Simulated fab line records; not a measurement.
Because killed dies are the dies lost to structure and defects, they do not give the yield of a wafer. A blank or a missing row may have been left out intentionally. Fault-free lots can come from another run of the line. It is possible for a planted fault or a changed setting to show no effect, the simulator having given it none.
fab line records ; flow rit-cmos
record: lots: 14; wafers: 42; last-day: 8
route steps=202 shown REOX@101
lots that met no fault: from a run of the same line without faults
start-h: start of the lot's first displayed wafer, in hours after the record's first day ; wait-h: how many hours have passed since the lot's step before this one ; " the same as in the row above ; L1.1+2: a row that stands for several wafers ; - value missing, or start not given ; * or withheld: withheld ; < > ~ a bound
route shown NAME@n: NAME is a module with steps in the file, n the number in the route of the first one ; usual: mean/standard deviation taken from wafers without a fault ; same: alike in all rows ; chamber/n: place in a boat ; sites: readings site by site ; _std_site: their standard deviation ; _edge_site: mean of outer sites minus mean of inner sites ; radius-mm: how far each site lies from the wafer's centre ; mask NAME#n: copy n ; behind: tool/chamber where the wafer was last shaped ; hold: the reason the lot was held/the length of the hold in hours/how it ended ; device: whichever transistor did not switch (one of n, p or np) ; end of line: at the end of the route, the tests of the same wafers ; for a step that has no rows: nothing shown but its recipe ; killed: not the wafer's yield, but the dies lost to structure and defects at the first sort ; map: dies across one wafer; x = killed, . = not, _ = none there
set.NAME: the setting that was run; set.NAME@STEP: the one run at that earlier step ; model.NAME: the simulator's own value behind a step, which no gauge read
route steps across a sampled set of lots; one table per step, one row per wafer
services: from which hour (start-h, from the record's first day; less than 0 if before it) a tool's chamber was out of use, for how many hours, and why
== steps ==
step: RIT_REOX_OXIDATION_03
recipe: temp-c: 900; ambient: O2; target-thk-a: 252; ox-time-s: 5580
usual: ox-temp-c: 899.9/0.43; ox-temp-c-max: 904.9/1.3; spike-tc-centre-C: 902.2/1.3
lot.wafer;tool;chamber;start-h;wait-h;ox-temp-c;ox-temp-c-max;spike-tc-centre-C
L164.1;furnace-04;0;52.28;0.4;899.9;903.4;903.0
L164.3;furnace-04;0;52.28;0.4;899.9;903.3;901.2
L164.6;furnace-04;0;52.28;0.4;899.8;904.1;900.8
L166.1;furnace-03;0;63.37;1.6;899.7;902.7;901.0
L166.5;furnace-03;0;63.37;1.6;900.1;902.9;901.8
L166.6;furnace-03;0;63.37;1.6;899.7;902.9;902.2
L167.1;furnace-04;0;68.13;0.4;900.0;904.1;901.4
L167.5;furnace-04;0;68.13;0.4;900.4;904.9;901.1
L167.6;furnace-04;0;68.13;0.4;900.3;905.2;900.6
L168.3;furnace-04;0;74.56;1.1;900.2;904.6;902.9
L168.5;furnace-04;0;74.56;1.1;900.0;905.8;900.5
L168.6;furnace-04;0;74.56;1.1;900.3;904.5;899.3
L170.2;furnace-01;0;85.36;3.9;900.6;905.7;902.0
L170.4;furnace-01;0;85.36;3.9;900.4;904.8;904.3
L170.6;furnace-01;0;85.36;3.9;900.4;905.8;902.7
L172.3;furnace-01;0;92.58;0.8;900.3;906.9;902.5
L172.4;furnace-01;0;92.58;0.8;899.9;905.5;902.2
L172.6;furnace-01;0;92.58;0.8;899.8;906.0;903.2
L174.1;furnace-04;-;109.77;0.9;-;-;-
L174.2;furnace-04;-;109.77;0.9;-;-;-
L174.3;furnace-04;-;109.77;0.9;-;-;-
L175.1;furnace-01;-;117.05;3.3;-;-;-
L175.2;furnace-01;-;117.05;3.3;-;-;-
L175.6;furnace-01;-;117.05;3.3;-;-;-
L180.1;furnace-01;0;152.73;5.5;898.7;904.4;903.2
L180.4;furnace-01;0;152.73;5.5;898.9;907.0;904.2
L180.6;furnace-01;0;152.73;5.5;899.5;905.9;902.7
L181.2;furnace-04;0;159.49;0.5;899.8;903.1;902.2
L181.3;furnace-04;0;159.49;0.5;900.5;904.8;901.8
L181.4;furnace-04;0;159.49;0.5;900.1;906.1;902.7
L182.2;furnace-04;0;159.49;0.2;899.3;903.7;900.0
L182.3;furnace-04;0;159.49;0.2;900.0;904.1;899.5
L182.6;furnace-04;0;159.49;0.2;899.3;903.6;901.8
L183.3;furnace-01;0;165.12;2.7;899.7;905.1;902.6
L183.4;furnace-01;0;165.12;2.7;899.5;904.7;905.7
L183.5;furnace-01;0;165.12;2.7;899.8;906.6;902.9
L184.1;furnace-01;0;173.31;0.3;899.2;905.9;905.3
L184.2;furnace-01;0;173.31;0.3;899.0;906.5;905.2
L184.3;furnace-01;0;173.31;0.3;899.1;904.4;902.4
L185.1;furnace-01;0;173.31;0.6;899.7;906.3;902.5
L185.3;furnace-01;0;173.31;0.6;900.3;907.3;904.4
L185.4;furnace-01;0;173.31;0.6;899.6;905.8;902.1
== services ==
tool;chamber;start-h;hours;kind
furnace-03;-;40.09;4.5;pm
furnace-01;-;74.66;2.8;pm
furnace-04;-;77.11;9.9;pm
furnace-03;-;103.05;46.4;pm
furnace-01;-;121.53;2.6;pm
furnace-04;-;124.60;2.8;pm
furnace-03;-;149.48;3.4;pm
furnace-04;-;172.01;4.0;repair
== key ==
first-sign: step: RIT_REOX_OXIDATION_03; reading: tool-record; direction: missing
effect none on later readings
met-at RIT_REOX_OXIDATION_03
struck-lots L174,L175
later-rows-left-out L174.1,L174.2,L174.3,L175.1,L175.2,L175.6
sort-left-out L174.1,L174.2,L174.3,L175.1,L175.2,L175.6
tester-left-out L174,L175
onset-between 92.58 109.77
fault: kind: skipped-step-whole; tool: furnace-01,furnace-04; chamber: -; onset-h: 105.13; steps: RIT_REOX_OXIDATION_03; scope: struck-lots-only
tester-left-out: of these lots the tester's yield and bins aren't shown, on N5 and GAA mostly nor the transistor test; their killed dies are dies lost to structure and defects alone, not to doping, threshold or leakage, so they don't give the yield
sort-left-out: the simulated sort isn't trusted on such a fault, so these wafers' sort isn't shown, and their yield isn't known
later-rows-left-out: the simulator's readings of these wafers behind a module that went badly wrong aren't trusted and aren't shown, but for the sort
